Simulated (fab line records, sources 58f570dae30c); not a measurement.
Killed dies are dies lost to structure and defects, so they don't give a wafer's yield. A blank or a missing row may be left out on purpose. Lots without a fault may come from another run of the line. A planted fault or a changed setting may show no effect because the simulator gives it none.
A struck lot beside a sound one | flow berkeley_cmos170 | 43 steps out of a route of 331
Sound: wafers L737.1, L737.3, L737.4. Struck: wafers L744.1, L744.2, L744.5. The cause comes at the end.
At each step with rows: each side's tool, then ch and its chambers, then its first start. Under that, the readings that differ: sound wafers | struck wafers | difference of the means | sigmas: that difference in standard deviations of wafers without a fault.
alike: readings whose means differ by less than 2 such deviations, and words and numbers that are the same on both sides. not compared: withheld readings, readings that some wafer has no value for, bounds like >300 that may hide the same value, and numbers for which the record gives no deviation and whose values overlap.
The two part at a step that has a row with sigmas, a row that says differs or no value, or rows on one side only. Numbers that don't overlap but have no deviation are shown without sigmas and don't part them. A reading that every wafer of one side lacks parts them only if that side has two wafers or more.

first, 1 step without rows for these wafers: UCB170_GATE_ETCH_15 (etches poly-Si in HBr/Cl2, stops on SiO2, time 56.3 s, target depth 278.2 nm).
UCB170_GATE_STRIP_16: strips in O2.
  sound on plasma_asher-03 ch 0,1, day 6 01:52; struck on plasma_asher-04 ch 0,1, day 6 23:38
  alike: drypump_motor_current_A, oes_product_au
  not compared: rf_hours_counter_h
UCB170_GATE_CD_MEAS_90: target cd 350 nm.
  sound on cd_sem-01, day 6 01:58; struck on cd_sem-02, day 6 23:44
  alike: cd_nm
then, 7 steps without rows for these wafers: UCB170_GATE_CLEAN_17 (cleans in SPM, time 600 s); UCB170_PLDD_HMDS_00 (prime time 60 s); UCB170_PLDD_COAT_01 (resist thk 900 nm); UCB170_PLDD_SOFTBAKE_02 (time 60 s); UCB170_PLDD_EXPOSE_03 (exposes mask PSELECT, target cd 1200 nm); UCB170_PLDD_PEB_04; UCB170_PLDD_DEVELOP_05 (develop time 45 s).
UCB170_PLDD_CD_MEAS_06: target cd 1200 nm.
  sound on cd_sem-02, day 6 03:35; struck on cd_sem-01, day 7 01:11
  alike: cd_nm
UCB170_PLDD_OVL_MEAS_07:
  sound on overlay-01, day 6 03:42; struck on overlay-01, day 7 01:19
  alike: PLDD_OVL
UCB170_PLDD_IMPLANT_08:
  sound on implanter-04 ch 0, day 6 03:44; struck on implanter-04 ch 0, day 7 01:20
  reading                   | sound             | struck            | difference | sigmas
  beam_energy_keV           | 9.998 9.995 9.995 | 6.498 6.498 6.500 | -3.497     | -99 or more
  beam_on_s (s)             | 10.04 9.92 10.13  | 15.42 15.82 15.93 | +5.69      | +30
  faraday_current_uA        | 157.8 160.7 156.9 | 103.1 100.0 99.5  | -57.6      | -19
  tilt_deg (degrees)        | 6.995 6.998 6.987 | 7.032 7.043 7.025 | +0.040     | +2
  model.implant.rp_nm (nm)  | 10.01 10.01 10.01 | 7.41 7.41 7.41    | -2.60      |
  model.implant.drp_nm (nm) | 6.005 6.005 6.005 | 4.475 4.475 4.475 | -1.530     |
then, 1 step without rows for these wafers: UCB170_PLDD_IMPLANT_09.
UCB170_PLDD_STRIP_10: strips in O2.
  sound on plasma_asher-03 ch 0,1, day 6 04:02; struck on plasma_asher-01 ch 0,1, day 7 01:38
  alike: drypump_motor_current_A, oes_product_au, strip_time_to_endpoint_s
  not compared: rf_hours_counter_h
UCB170_PLDD_TW_MEAS_11:
  sound on film_metro-04, day 6 04:08; struck on film_metro-01, day 7 01:58
  reading | sound        | struck      | difference | sigmas
  PLDD_TW | 1005 998 999 | 959 965 968 | -37        | -4
  not compared: hold
then, 6 steps without rows for these wafers: UCB170_NLDD_HMDS_00 (prime time 60 s); UCB170_NLDD_COAT_01 (resist thk 900 nm); UCB170_NLDD_SOFTBAKE_02 (time 60 s); UCB170_NLDD_EXPOSE_03 (exposes mask NSELECT, target cd 1200 nm); UCB170_NLDD_PEB_04; UCB170_NLDD_DEVELOP_05 (develop time 45 s).
UCB170_NLDD_CD_MEAS_06: target cd 1200 nm.
  sound on cd_sem-02, day 6 05:25; struck on cd_sem-02, day 7 04:53
  alike: cd_nm
UCB170_NLDD_OVL_MEAS_07:
  sound on overlay-02, day 6 05:32; struck on overlay-02, day 7 05:00
  alike: NLDD_OVL
then, 2 steps without rows for these wafers: UCB170_NLDD_IMPLANT_08; UCB170_NLDD_IMPLANT_09.
UCB170_NLDD_STRIP_10: strips in O2.
  sound on plasma_asher-02 ch 0,1, day 6 05:53; struck on plasma_asher-03 ch 0,1, day 7 05:20
  alike: drypump_motor_current_A, oes_product_au, strip_time_to_endpoint_s
  not compared: rf_hours_counter_h
UCB170_NLDD_TW_MEAS_11:
  sound on film_metro-01, day 6 05:59; struck on film_metro-01, day 7 05:27
  alike: NLDD_TW
then, 1 step without rows for these wafers: UCB170_NLDD_CLEAN_12 (cleans in SPM, time 600 s).
UCB170_SPACER_CVD_00: deposits SiO2 from TEOS/O2, target thk 376 nm, time 47 s.
  sound on pecvd-03 ch 0,1,2, day 6 06:13; struck on pecvd-01 ch 1,2, day 7 05:41
  alike: heater_power_w, susceptor_temp_C
UCB170_SPACER_THK_MEAS_01:
  sound on film_metro-04, day 6 06:16; struck on film_metro-03, day 7 05:47
  alike: SPACER_TEOS_THK
then, 1 step without rows for these wafers: UCB170_SPACER_ANNEAL_02 (time 1800 s).
UCB170_SPACER_ETCHBACK_03: etches SiO2 in CHF3/CF4/Ar, stops on Si, target depth 376 nm, time 100 s.
  sound on rie_diel-01 ch 0,1,2, day 6 10:23; struck on rie_diel-04 ch 0,2,3, day 7 08:16
  alike: cf4_flow_sccm, drypump_motor_current_A, oes_product_au, throttle_valve_pct
  not compared: rf_hours_counter_h
then, 6 steps without rows for these wafers: UCB170_PSD_HMDS_00 (prime time 60 s); UCB170_PSD_COAT_01 (resist thk 900 nm); UCB170_PSD_SOFTBAKE_02 (time 60 s); UCB170_PSD_EXPOSE_03 (exposes mask PSELECT MOD, target cd 1200 nm); UCB170_PSD_PEB_04; UCB170_PSD_DEVELOP_05 (develop time 45 s).
UCB170_PSD_CD_MEAS_06: target cd 1200 nm.
  sound on cd_sem-02, day 6 11:55; struck on cd_sem-01, day 7 09:50
  alike: cd_nm
UCB170_PSD_OVL_MEAS_07:
  sound on overlay-02, day 6 12:02; struck on overlay-01, day 7 09:58
  alike: PSD_OVL
UCB170_SDANNEAL_RS_MEAS_04: measures by four-point-probe.
  sound on film_metro-04, day 6 15:51; struck on film_metro-01, day 7 14:14
  reading          | sound                | struck               | difference | sigmas
  PLDD_RS (ohm/sq) | 1035.0 1030.5 1033.8 | 1044.0 1047.2 1050.4 | +14.1      | +6
  not compared: hold
UCB170_M3_PROBE_99:
  the record has rows for the sound wafers here (prober-02, day 7 14:58) and none for the struck ones

WHERE THEY PART
First at UCB170_PLDD_IMPLANT_08; last, within this record, at UCB170_M3_PROBE_99.

WHY: what the simulator had put in
Process parameter drift: implanter-04, from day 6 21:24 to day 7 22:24, at UCB170_PLDD_IMPLANT_08. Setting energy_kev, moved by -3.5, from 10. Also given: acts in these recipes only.
